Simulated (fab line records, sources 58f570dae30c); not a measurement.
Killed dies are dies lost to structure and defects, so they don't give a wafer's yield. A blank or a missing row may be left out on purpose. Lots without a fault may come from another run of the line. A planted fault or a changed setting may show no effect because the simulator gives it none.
One fault seen from 2 desks | flow berkeley_cmos170 | each desk has only its own numbers; what lay behind them comes last

THE METROLOGY DESK
What the gauges read, lot by lot, whatever tool the lot ran on: means of the sampled wafers that have a number. A lot is out of limits, marked OUT, if its mean lies more than 4 standard deviations from the usual mean; the brackets give that distance.
Columns: A = PWELL_OXIDE_THK at UCB170_PWELL_THK_MEAS_03, usual 26.5 nm; B = cd_nm at UCB170_CONTACT_CD_MEAS_90, usual 700.2 nm
lot  | first seen here | A    | B
L679 | day 2 15:06     | 26.6 | 698.6
L681 | day 3 05:02     | 26.4 | 701.8
L682 | day 3 13:23     | 26.2 | 698.9
L684 | day 4 06:02     | 26.5 | 703.7
L690 | day 4 20:05     | 27.1 | 699.0
L687 | day 4 20:06     | 26.4 | 700.0
L688 | day 4 20:06     | 27.5 | 699.4
L689 | day 4 20:09     | 26.5 | 698.6
L691 | day 4 20:10     | 27.1 | 700.4
L694 | day 5 22:19     | 26.6 | 699.5
L697 | day 6 07:14     | 26.6 | 699.3
L699 | day 6 16:38     | 26.2 | 701.5
L700 | day 7 06:39     | 26.4 | 701.2
L702 | day 7 06:40     | 26.0 | 699.5
This desk's finding: nothing out of limits on any of the 14 lots.

THE TOOL OWNER'S DESK: litho_track-01
The tool's own readings at UCB170_NWELL_SOFTBAKE_08 (time 60 s): means of the sampled wafers that have a number, for each lot that ran on this tool. A lot is out of limits, marked OUT, if its mean lies more than 4 standard deviations from the usual mean; the brackets give that distance.
Columns: A = heater_power_total_W at UCB170_NWELL_SOFTBAKE_08, usual 56.79 W; B = plate_temp_C at UCB170_NWELL_SOFTBAKE_08, usual 130.01 C
lot  | first seen here | A               | B
L679 | day 2 04:36     | 56.84           | 129.86
L681 | day 2 18:46     | 56.84           | 129.89
L689 | day 4 09:37     | 56.82           | 129.97
L697 | day 5 22:42     | 56.82           | 130.07
L699 | day 6 07:45     | 53.25 (-82) OUT | 123.67 (-42) OUT
L700 | day 6 16:49     | 53.23 (-83) OUT | 123.85 (-41) OUT
This desk's finding: out of limits on L699, L700; first on L699, day 6 07:45 (heater_power_total_W at UCB170_NWELL_SOFTBAKE_08). In limits: L679, L681, L689, L697.

PUT TOGETHER
The tool owner's desk could have raised an alarm at day 6 07:45, on L699, L700.
The metrology desk saw nothing out of limits.
The metrology desk has L699, L700 on record, within its limits.
Of the lots named, all ran UCB170_NWELL_SOFTBAKE_08 on litho_track-01.

WHAT THE SIMULATOR HAD PUT IN
Process parameter drift: litho_track-01, from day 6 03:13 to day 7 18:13, at UCB170_NWELL_SOFTBAKE_08. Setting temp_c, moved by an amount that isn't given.
Lots struck among those shown: L699, L700.
Hours from the fault's start to each desk's first reading out of limits: the tool owner's desk, 5.
